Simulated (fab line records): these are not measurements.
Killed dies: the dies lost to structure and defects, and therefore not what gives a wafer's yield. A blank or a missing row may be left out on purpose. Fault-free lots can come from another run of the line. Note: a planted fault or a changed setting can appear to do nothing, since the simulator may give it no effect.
Which tool was responsible? || flow rit_cmos || 14 lots (42 wafers sampled), 1 step of a 202-step route

## WHAT THE GAUGES READ, wafer by wafer
Not one reading of a measure or inspect step in the record can be checked against a usual standard deviation.

## WHICH TOOL RAN EACH LOT (tool, then ch and the chambers of the sampled wafers, then the start)
{"lot": "L538", "RIT_PWELL_STRIP_09": "plasma_asher-02 ch 0,1, day 2 00:06"}
{"lot": "L539", "RIT_PWELL_STRIP_09": "plasma_asher-02 ch 0,1, day 2 04:30"}
{"lot": "L540", "RIT_PWELL_STRIP_09": "plasma_asher-02 ch 0,1, day 2 08:37"}
{"lot": "L541", "RIT_PWELL_STRIP_09": "plasma_asher-04 ch 0,1, day 2 13:22"}
{"lot": "L542", "RIT_PWELL_STRIP_09": "plasma_asher-02 ch 0,1, day 2 19:38"}
{"lot": "L543", "RIT_PWELL_STRIP_09": "plasma_asher-02 ch 0,1, day 3 00:18"}
{"lot": "L546", "RIT_PWELL_STRIP_09": "plasma_asher-04 ch 0,1, day 3 14:56"}
{"lot": "L551", "RIT_PWELL_STRIP_09": "plasma_asher-02 ch 0,1, day 4 16:44"}
{"lot": "L552", "RIT_PWELL_STRIP_09": "plasma_asher-02 ch 0,1, day 4 20:29"}
{"lot": "L556", "RIT_PWELL_STRIP_09": "plasma_asher-03 ch 0,1, day 5 17:25"}
{"lot": "L557", "RIT_PWELL_STRIP_09": "plasma_asher-03 ch 0,1, day 5 21:15"}
{"lot": "L558", "RIT_PWELL_STRIP_09": "plasma_asher-03 ch 0,1, day 6 02:22"}
{"lot": "L559", "RIT_PWELL_STRIP_09": "plasma_asher-03 ch 0,1, day 6 07:29"}
{"lot": "L560", "RIT_PWELL_STRIP_09": "plasma_asher-03 ch 0,1, day 6 13:24"}
- RIT_PWELL_STRIP_09: strips in O2, time 180 s.

## AS READ BY THE TOOLS THEMSELVES (means over the sampled wafers that have a number; for cases with no such wafer, the mark the record gives instead)
RIT_PWELL_STRIP_09.
{"lot": "L538", "tool": "plasma_asher-02", "drypump_motor_current_A (A)": 6.2, "o2_flow_sccm (sccm)": 3994}
{"lot": "L539", "tool": "plasma_asher-02", "drypump_motor_current_A (A)": 6.2, "o2_flow_sccm (sccm)": 3997}
{"lot": "L540", "tool": "plasma_asher-02", "drypump_motor_current_A (A)": 6.1, "o2_flow_sccm (sccm)": 3993}
{"lot": "L541", "tool": "plasma_asher-04", "drypump_motor_current_A (A)": 5.6, "o2_flow_sccm (sccm)": 3990}
{"lot": "L542", "tool": "plasma_asher-02", "drypump_motor_current_A (A)": 6.2, "o2_flow_sccm (sccm)": 4008}
{"lot": "L543", "tool": "plasma_asher-02", "drypump_motor_current_A (A)": 6.1, "o2_flow_sccm (sccm)": 3997}
{"lot": "L546", "tool": "plasma_asher-04", "drypump_motor_current_A (A)": 5.7, "o2_flow_sccm (sccm)": 4010}
{"lot": "L551", "tool": "plasma_asher-02", "drypump_motor_current_A (A)": 6.2, "o2_flow_sccm (sccm)": 4526}
{"lot": "L552", "tool": "plasma_asher-02", "drypump_motor_current_A (A)": 6.2, "o2_flow_sccm (sccm)": 4539}
{"lot": "L556", "tool": "plasma_asher-03", "drypump_motor_current_A (A)": 5.3, "o2_flow_sccm (sccm)": 4008}
{"lot": "L557", "tool": "plasma_asher-03", "drypump_motor_current_A (A)": 5.4, "o2_flow_sccm (sccm)": 4000}
{"lot": "L558", "tool": "plasma_asher-03", "drypump_motor_current_A (A)": 5.3, "o2_flow_sccm (sccm)": 3980}
{"lot": "L559", "tool": "plasma_asher-03", "drypump_motor_current_A (A)": 5.3, "o2_flow_sccm (sccm)": 3996}
{"lot": "L560", "tool": "plasma_asher-03", "drypump_motor_current_A (A)": 5.4, "o2_flow_sccm (sccm)": 4001}

## THE ANSWER, worked out from the rows above alone
Rule: what is usual is taken from the lots themselves. The widest of any qualifying gaps counts: lots, ordered by their means at a reading, are off when they make up no more than a third of the lots, leave a main group of 4 or more, and stand apart from it by 3 or more times the standard deviation of that group's means. A main group is skipped when, at the precision printed for the reading in the tables above, its means are all equal. A lot without any number at a reading at which 4 lots or more have one is off too. The other lots that the step has rows for count as sound. The gauges are gone through in route order, then the tools' own readings, and for those a lot's mean is taken as printed above. The first step at which some lot is off is used, and at that step the reading that is off furthest; a lot without a number counts as furthest.
Off: L551, L552 (RIT_PWELL_STRIP_09, o2_flow_sccm). Mean 3998 sccm and standard deviation 8.1 in the main group.
If a tool, at that step or one of the process steps before it, ran each lot that is off and ran no sound lot following the first of them, it fits. One fits: RIT_PWELL_STRIP_09 on plasma_asher-02. Its last sound lot is L543 (day 3 00:18), its first lot that is off L551 (day 4 16:44): a fault that began between those two fits.
The tool's own readings at RIT_PWELL_STRIP_09 bear it out: on the lots that are off they differ by more than 5 times the standard deviation of the sound lots' means. o2_flow_sccm reads 4532 sccm there against 3998 sccm on the sound lots.

## WHAT WAS PUT IN BY THE SIMULATOR
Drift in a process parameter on plasma_asher-02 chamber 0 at RIT_PWELL_STRIP_09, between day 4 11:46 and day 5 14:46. Setting o2_flow_sccm, moved by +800, from 4000. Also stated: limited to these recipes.
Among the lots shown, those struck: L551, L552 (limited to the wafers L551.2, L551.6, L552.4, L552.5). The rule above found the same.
